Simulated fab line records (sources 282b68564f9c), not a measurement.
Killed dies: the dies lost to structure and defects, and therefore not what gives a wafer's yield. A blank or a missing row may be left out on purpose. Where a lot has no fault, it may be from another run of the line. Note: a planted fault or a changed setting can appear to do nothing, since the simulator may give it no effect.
Which tool did it? | flow rit cmos | 7 lots (21 wafers sampled), 1 step of a 202-step route

## WHAT THE GAUGES SHOWED, per wafer
RIT_GATE_CD_MEAS_16 targets a cd of 150 nm.
lot  | measured    | on        | cd nm (nm)
L903 | day 2 21:22 | cd sem-01 | 151.6 151.6 150.9
L905 | day 3 05:32 | cd sem-01 | 147.2 148.2 146.4
L907 | day 3 14:49 | cd sem-01 | 147.7 146.5 146.8
L909 | day 4 00:58 | cd sem-02 | 148.0 147.3 148.5
L911 | day 4 11:33 | cd sem-02 | 146.2 150.6 147.9
L913 | day 4 23:37 | cd sem-01 | 150.2 149.6 149.5
L916 | day 5 15:54 | cd sem-02 | 147.4 149.1 148.6

## WHICH TOOL RAN EACH LOT (tool, then ch and the chambers of the sampled wafers, then the start)
No process step before these readings appears in the record.

## THE ANSWER, worked out from the rows above alone
Rule: the lots themselves supply what counts as usual. The widest of any qualifying gaps counts: lots, ordered by their means at a reading, are off when they make up no more than a third of the lots, leave a main group of 4 or more, and stand apart from it by 3 or more times the standard deviation of that group's means. A main group is skipped when, at the precision printed for the reading in the tables above, its means are all equal. A lot without any number at a reading at which 4 lots or more have one is off too. Where the step has rows for the other lots, those lots are counted as sound.
No lot is off at any reading shown: from this, nothing can be told.

## WHAT THE SIMULATOR HAD INSERTED
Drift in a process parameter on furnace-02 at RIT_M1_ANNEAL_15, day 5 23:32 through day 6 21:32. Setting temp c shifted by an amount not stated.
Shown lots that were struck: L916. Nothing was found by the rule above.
